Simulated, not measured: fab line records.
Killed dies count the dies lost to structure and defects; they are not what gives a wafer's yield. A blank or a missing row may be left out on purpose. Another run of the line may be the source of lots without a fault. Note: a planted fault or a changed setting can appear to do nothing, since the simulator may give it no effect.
The tool behind it: which one? || flow berkeley-cmos170 || Sampling: 7 lots, 21 wafers, 2 of 331 route steps

WHAT THE GAUGES READ, wafer by wafer
UCB170_M1_OVL_MEAS_10.
{"lot": "L353", "measured": "day 8 17:15", "on": "overlay-02", "M1_OVL (nm)": "-7 4 -1"}
{"lot": "L358", "measured": "day 9 14:40", "on": "overlay-01", "M1_OVL (nm)": "221 230 221"}
{"lot": "L360", "measured": "day 10 04:52", "on": "overlay-01", "M1_OVL (nm)": "-16 -16 -17"}
{"lot": "L362", "measured": "day 10 05:07", "on": "overlay-01", "M1_OVL (nm)": "2 -7 -10"}
{"lot": "L366", "measured": "day 10 17:03", "on": "overlay-02", "M1_OVL (nm)": "-1 -1 -4"}
{"lot": "L370", "measured": "day 11 11:19", "on": "overlay-02", "M1_OVL (nm)": "-4 -9 -4"}
{"lot": "L374", "measured": "day 12 13:17", "on": "overlay-01", "M1_OVL (nm)": "-3 -1 -2"}

WHICH TOOL RAN EACH LOT (tool, then ch and the chambers of the sampled wafers, then the start)
{"lot": "L353", "UCB170_M1_EXPOSE_06": "krf-scanner-02 ch 0, day 8 15:46"}
{"lot": "L358", "UCB170_M1_EXPOSE_06": "krf-scanner-02 ch 0, day 9 11:08"}
{"lot": "L360", "UCB170_M1_EXPOSE_06": "krf-scanner-01 ch 0, day 10 03:41"}
{"lot": "L362", "UCB170_M1_EXPOSE_06": "krf-scanner-01 ch 0, day 10 03:52"}
{"lot": "L366", "UCB170_M1_EXPOSE_06": "krf-scanner-01 ch 0, day 10 16:14"}
{"lot": "L370", "UCB170_M1_EXPOSE_06": "krf-scanner-01 ch 0, day 11 10:48"}
{"lot": "L374", "UCB170_M1_EXPOSE_06": "krf-scanner-01 ch 0, day 12 12:47"}
- UCB170_M1_EXPOSE_06: exposes mask METAL1, target cd 700 nm.

THE ANSWER, worked out from the rows above alone
Rule: the lots themselves supply what counts as usual. Put in order of their means at a reading, lots are off if they are a third of the lots or fewer, leave a main group of 4 or more, and stand apart from it by a gap of 3 or more times the standard deviation of the main group's means; of several such gaps the widest counts. A main group whose means are all the same, to the digits that the tables above print for the reading, isn't used. A lot without any number at a reading at which 4 lots or more have one is off too. Where the step has rows for the other lots, those lots are counted as sound.
Off: L358, seen at UCB170_M1_OVL_MEAS_10 (M1_OVL). The main group: mean -5 nm, standard deviation 5.2.
If a tool, at a process step before that reading, ran all the lots that are off and no sound lot after the first of them, it fits. Gauges at UCB170_M1_OVL_MEAS_10: tried the same way as those tools. One fits: krf-scanner-02 at UCB170_M1_EXPOSE_06. A fault onset in the window from L353 (day 8 15:46, its last sound lot) to L358 (day 9 11:08, its first lot off) fits.

WHAT THE SIMULATOR PUT IN
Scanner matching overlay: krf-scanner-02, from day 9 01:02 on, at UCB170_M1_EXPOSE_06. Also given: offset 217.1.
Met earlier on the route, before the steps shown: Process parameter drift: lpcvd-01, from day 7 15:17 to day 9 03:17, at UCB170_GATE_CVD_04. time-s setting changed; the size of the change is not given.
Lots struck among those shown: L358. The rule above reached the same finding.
